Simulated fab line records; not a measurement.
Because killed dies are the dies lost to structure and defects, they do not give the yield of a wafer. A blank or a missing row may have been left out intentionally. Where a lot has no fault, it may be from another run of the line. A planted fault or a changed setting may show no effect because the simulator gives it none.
The tool behind it: which one? -- flow berkeley_cmos170 -- at 1 step of a route of 331, 14 lots with 42 wafers sampled

WHAT EACH GAUGE READ, for each wafer
The record lacks any reading of a measuring or inspecting step that a usual standard deviation could be used to judge.

TOOL THAT RAN EACH LOT (tool first, then ch and the chambers of the sampled wafers, then the start)
lot,UCB170_PFIELD_EXPOSE_03
L820,"krf_scanner-01 ch 0, day 4 22:25"
L821,"krf_scanner-02 ch 0, day 5 06:18"
L822,"krf_scanner-02 ch 0, day 5 06:58"
L823,"krf_scanner-01 ch 0, day 5 19:57"
L826,"krf_scanner-02 ch 0, day 6 02:35"
L827,"krf_scanner-02 ch 0, day 6 06:34"
L828,"krf_scanner-01 ch 0, day 6 07:01"
L832,"krf_scanner-01 ch 0, day 7 05:45"
L835,"krf_scanner-02, day 8 02:36"
L838,"krf_scanner-02, day 8 13:02"
L839,"krf_scanner-02 ch 0, day 9 02:57"
L840,"krf_scanner-02 ch 0, day 9 03:03"
L841,"krf_scanner-02 ch 0, day 10 01:01"
L842,"krf_scanner-01 ch 0, day 10 01:26"
- UCB170_PFIELD_EXPOSE_03: exposes mask PFIELD, target cd 1500 nm.

WHAT THE TOOLS THEMSELVES READ (means of the sampled wafers that have a number; where no wafer has one, the mark that the record gives instead)
UCB170_PFIELD_EXPOSE_03. Usual: exposure_dose_mJ_cm2 30.00, standard deviation 0.03; focus_offset_nm -0.1 nm, standard deviation 0.56; reticle_temp_C 23.00 C, standard deviation 0.1.
lot,tool,exposure_dose_mJ_cm2,focus_offset_nm (nm),reticle_temp_C (C),flag
L820,krf_scanner-01,29.96,-0.6,23.01,
L821,krf_scanner-02,30.02,0.1,23.04,
L822,krf_scanner-02,29.97,-0.4,22.93,
L823,krf_scanner-01,29.97,0.7,23.04,
L826,krf_scanner-02,30.02,0.0,22.95,
L827,krf_scanner-02,30.00,0.4,22.99,
L828,krf_scanner-01,30.03,0.2,23.12,
L832,krf_scanner-01,29.99,0.1,22.93,
L835,krf_scanner-02,-,-,-,OFF
L838,krf_scanner-02,-,-,-,OFF
L839,krf_scanner-02,30.00,-1.0,22.92,
L840,krf_scanner-02,29.98,0.2,22.92,
L841,krf_scanner-02,30.02,0.2,22.91,
L842,krf_scanner-01,30.00,-0.1,22.90,

THE ANSWER, worked out from the rows above alone
Rule: take the mean of a lot's wafers that have a number; if it is more than 3 standard deviations from the usual mean, the lot is off. Also off: a lot with no number at a reading for which 4 or more lots have one. The other lots that the step has rows for count as sound. After the gauges, taken in route order, come the tools' own readings; for these a lot's mean is taken, as printed above. At the first step where some lot is off, the reading lying furthest off is the one used; lots without a number count as furthest.
Off: L835, L838 (UCB170_PFIELD_EXPOSE_03, exposure_dose_mJ_cm2). Without a number there: L835, L838.
If a tool, at that step or one of the process steps before it, ran each lot that is off and ran no sound lot following the first of them, it fits. No candidate that was tried fits.

WHAT THE SIMULATOR HAD INSERTED
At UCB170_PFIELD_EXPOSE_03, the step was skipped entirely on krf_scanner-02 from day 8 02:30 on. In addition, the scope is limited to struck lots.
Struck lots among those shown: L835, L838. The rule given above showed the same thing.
